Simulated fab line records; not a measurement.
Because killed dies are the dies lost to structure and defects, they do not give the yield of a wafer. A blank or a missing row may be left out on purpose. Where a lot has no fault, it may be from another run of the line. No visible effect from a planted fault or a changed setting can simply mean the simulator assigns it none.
Which tool was responsible? ; flow berkeley_cmos170 ; 7 lots with 21 wafers sampled at 3 steps, on a route of 331 steps

## WHAT THE GAUGES READ, wafer by wafer
UCB170_PFIELD_TW_MEAS_09.
lot;measured;on;PFIELD_TW
L605;day 5 04:21;film_metro-02;595 595 597
L611;day 6 14:58;film_metro-04;592 590 591
L613;day 6 14:41;film_metro-02;596 597 597
L616;day 7 02:37;film_metro-01;602 598 603
L623;day 8 17:25;film_metro-01;605 602 605
L626;day 9 08:53;film_metro-04;590 589 588
L628;day 9 23:35;film_metro-02;597 595 590

## WHICH TOOL RAN EACH LOT (tool, then ch and the chambers of the sampled wafers, then the start)
lot;UCB170_PWELL_ETCH_14;UCB170_PFIELD_IMPLANT_07
L605;rie_diel-02 ch 0,3, day 3 15:12;implanter-02 ch 0, day 5 04:07
L611;rie_diel-02 ch 1,2,3, day 4 21:51;implanter-03 ch 0, day 6 14:44
L613;rie_diel-03 ch 0,1,3, day 5 05:16;implanter-04 ch 0, day 6 14:28
L616;rie_diel-04 ch 0,1,2, day 5 16:01;implanter-04 ch 0, day 7 02:22
L623;rie_diel-04 ch 0,1, day 7 05:46;implanter-04 ch 0, day 8 17:12
L626;rie_diel-02 ch 0,2,3, day 7 16:07;implanter-04 ch 0, day 9 08:38
L628;rie_diel-04 ch 0,2,3, day 8 05:24;implanter-02 ch 0, day 9 23:20
- UCB170_PWELL_ETCH_14: etches Si3N4 in CH3F/Ar/O2, stops on SiO2, target depth 242 nm, time 151 s.
- UCB170_PFIELD_IMPLANT_07

## THE ANSWER, worked out from the rows above alone
Rule: the usual values come from the lots themselves. The widest of any qualifying gaps counts: lots, ordered by their means at a reading, are off when they make up no more than a third of the lots, leave a main group of 4 or more, and stand apart from it by 3 or more times the standard deviation of that group's means. A main group is skipped when, at the precision printed for the reading in the tables above, its means are all equal. A lot without any number at a reading at which 4 lots or more have one is off too. Where the step has rows for the other lots, those lots are counted as sound.
None of the lots is off at any reading shown; this tells nothing.

## WHAT THE SIMULATOR HAD INSERTED
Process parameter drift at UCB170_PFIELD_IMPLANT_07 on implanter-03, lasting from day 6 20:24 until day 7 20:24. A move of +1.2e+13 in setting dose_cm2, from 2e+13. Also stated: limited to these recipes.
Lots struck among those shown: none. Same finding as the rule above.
